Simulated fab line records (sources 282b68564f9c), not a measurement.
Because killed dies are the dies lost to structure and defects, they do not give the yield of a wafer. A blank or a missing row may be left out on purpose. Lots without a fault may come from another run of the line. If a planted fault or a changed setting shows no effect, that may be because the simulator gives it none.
A sampling plan put to the test + flow ritCmos + one fab line, 13 faults that these records tell of, each judged on the records of the lots that it struck; 5 more are left out, because the records don't allow judging them
The line's own looks make up the plan; these are the steps of the route where a gauge or inspection reads the wafer and leaves it unchanged. A look can be judged if struck wafers have a number there and the file gives its usual mean and standard deviation on fault-free wafers. Caught: a look later than the fault's first step finds the struck wafers' mean 4 or more of those standard deviations (sigma) from the usual mean. On the tool: the identical test, applied to the tool's own readings at the steps of the fault. Also counted as caught: the struck wafers showing another recipe, or a record that is empty for them alone.

## THE FAULTS, as the simulator had put them in
1. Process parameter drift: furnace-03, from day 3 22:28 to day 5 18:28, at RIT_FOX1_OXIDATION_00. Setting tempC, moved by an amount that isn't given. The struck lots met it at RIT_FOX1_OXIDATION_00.
2. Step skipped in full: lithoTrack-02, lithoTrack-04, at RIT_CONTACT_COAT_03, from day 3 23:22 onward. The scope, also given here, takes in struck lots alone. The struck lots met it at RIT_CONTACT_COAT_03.
3. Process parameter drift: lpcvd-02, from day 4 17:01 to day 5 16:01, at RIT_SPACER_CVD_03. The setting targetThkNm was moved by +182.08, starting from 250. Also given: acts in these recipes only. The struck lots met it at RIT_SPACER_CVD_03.
4. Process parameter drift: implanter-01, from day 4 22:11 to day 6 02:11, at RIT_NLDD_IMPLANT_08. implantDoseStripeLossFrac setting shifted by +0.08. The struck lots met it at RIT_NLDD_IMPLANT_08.
5. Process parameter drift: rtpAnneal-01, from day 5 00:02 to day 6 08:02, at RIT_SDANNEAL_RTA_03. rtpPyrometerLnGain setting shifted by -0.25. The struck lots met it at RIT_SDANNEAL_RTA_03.
6. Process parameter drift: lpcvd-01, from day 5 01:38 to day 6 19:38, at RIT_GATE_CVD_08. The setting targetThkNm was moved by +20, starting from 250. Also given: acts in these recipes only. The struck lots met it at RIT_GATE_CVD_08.
7. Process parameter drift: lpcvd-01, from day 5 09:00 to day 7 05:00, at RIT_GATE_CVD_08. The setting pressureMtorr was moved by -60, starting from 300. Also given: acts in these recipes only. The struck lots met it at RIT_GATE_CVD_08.
8. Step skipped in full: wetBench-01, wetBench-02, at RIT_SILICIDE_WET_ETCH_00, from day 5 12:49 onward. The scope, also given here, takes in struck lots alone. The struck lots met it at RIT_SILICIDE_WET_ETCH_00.
9. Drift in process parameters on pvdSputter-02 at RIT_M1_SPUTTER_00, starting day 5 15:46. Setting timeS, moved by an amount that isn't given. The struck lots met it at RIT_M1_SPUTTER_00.
10. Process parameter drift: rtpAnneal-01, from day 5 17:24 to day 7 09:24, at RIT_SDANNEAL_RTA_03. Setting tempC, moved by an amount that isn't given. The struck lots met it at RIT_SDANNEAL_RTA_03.
11. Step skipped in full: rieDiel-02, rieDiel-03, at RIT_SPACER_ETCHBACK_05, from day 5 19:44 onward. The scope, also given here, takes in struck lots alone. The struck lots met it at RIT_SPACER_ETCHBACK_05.
12. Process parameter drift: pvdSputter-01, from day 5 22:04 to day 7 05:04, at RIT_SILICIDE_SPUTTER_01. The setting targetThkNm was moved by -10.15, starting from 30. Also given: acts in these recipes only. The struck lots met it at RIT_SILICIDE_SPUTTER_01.
13. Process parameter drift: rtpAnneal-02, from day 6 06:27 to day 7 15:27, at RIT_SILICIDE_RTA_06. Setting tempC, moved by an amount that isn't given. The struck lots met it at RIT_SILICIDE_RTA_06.

## WHAT THE PLAN SAW
| fault | on the tool itself                               | first look that catches it     | reading, sigma         | median hours from its first step to that look | hours from the fault's start to the first struck lot there | judged looks passed uncaught |
|-------|--------------------------------------------------|--------------------------------|------------------------|-----------------------------------------------|------------------------------------------------------------|------------------------------|
| 1     | tubeCenterTempC +99 or beyond sigma              | RIT_FOX1_THK_MEAS_01           | FOX1_OXIDE_THK +6.4    | 1.3                                           | 4                                                          | 0                            |
| 2     | the tool's record is blank for the struck wafers | no look after it can be judged | -                      | -                                             | -                                                          | 0                            |
| 3     | under 2 sigma                                    | RIT_SPACER_THK_MEAS_04         | SPACER_NITRIDE_THK +76 | 2.4                                           | 7                                                          | 0                            |
| 4     | under 2 sigma                                    | RIT_SDANNEAL_RS_MEAS_07        | NLDD_RS +13            | 10.1                                          | 19                                                         | 2                            |
| 5     | under 2 sigma                                    | RIT_SDANNEAL_RS_MEAS_04        | PSD_RS -71             | 0.1                                           | 7                                                          | 0                            |
| 6     | under 2 sigma                                    | RIT_GATE_THK_MEAS_09           | GATE_POLY_THK +6.2     | 1.6                                           | 4                                                          | 0                            |
| 7     | pressureMtorr -88 sigma                          | RIT_GATE_THK_MEAS_09           | GATE_POLY_THK -9.8     | 1.6                                           | 7                                                          | 0                            |
| 8     | no reading that can be judged                    | no look after it can be judged | -                      | -                                             | -                                                          | 0                            |
| 9     | under 2 sigma                                    | RIT_M1_RS_MEAS_01              | M1_AL_RS +10           | 0.3                                           | 14                                                         | 0                            |
| 10    | wafer_temp_C_max +27 sigma                       | RIT_SDANNEAL_RS_MEAS_04        | PSD_RS -80             | 0.1                                           | 3                                                          | 0                            |
| 11    | no reading that can be judged                    | no look after it can be judged | -                      | -                                             | -                                                          | 0                            |
| 12    | under 2 sigma                                    | RIT_SILICIDE_RS_MEAS_02        | SILICIDE_TI_RS +38     | 0.2                                           | 5                                                          | 0                            |
| 13    | wafer_temp_C_max -83 sigma                       | no look after it can be judged | -                      | -                                             | -                                                          | 0                            |
A dash: the fault is not caught, or the number is missing from these records.

Caught at a look: 9 of 13. Caught on the tool: 5 of 13. By one or the other: 11 of 13.
On the tool alone, faults 2, 13 were caught.
Caught at a look alone: faults 3, 4, 5, 6, 9, 12.
Caught by neither: faults 8, 11.

## THINNER SAMPLING
Were the look that catches a fault to measure just every second or every third lot (counted by lot number), the first struck lot would, at worst, be measured this late:
| fault | struck lots at that look, in order of time | every lot | every second lot | every third lot |
|-------|--------------------------------------------|-----------|------------------|-----------------|
| 1     | L339, L340, L341                           | 4 h       | 7 h              | 13 h            |
| 3     | L117, L119                                 | 7 h       | may miss all 2   | may miss all 2  |
| 4     | L563                                       | 19 h      | may miss it      | may miss it     |
| 5     | L885                                       | 7 h       | may miss it      | may miss it     |
| 6     | L345, L347                                 | 4 h       | may miss all 2   | may miss all 2  |
| 7     | L302, L304                                 | 7 h       | may miss all 2   | may miss all 2  |
| 9     | L183                                       | 14 h      | may miss it      | may miss it     |
| 10    | L847, L849                                 | 3 h       | may miss all 2   | may miss all 2  |
| 12    | L640, L642                                 | 5 h       | may miss all 2   | may miss all 2  |
Hours count from the start of the fault until the first struck lot that is measured. 4 sigma limit: tested on the pooled struck wafers, so a lone lot may be under it. Other struck lots may not be in these records.

## THE LONGEST TIMED WAY FROM STEP TO LOOK
In fault 4, a median of 10.1 hours elapses between RIT_NLDD_IMPLANT_08 and RIT_SDANNEAL_RS_MEAS_07. The looks between them that can be judged stayed within 4 sigma: RIT_NSD_OVL_MEAS_06, RIT_NSD_TW_MEAS_10.
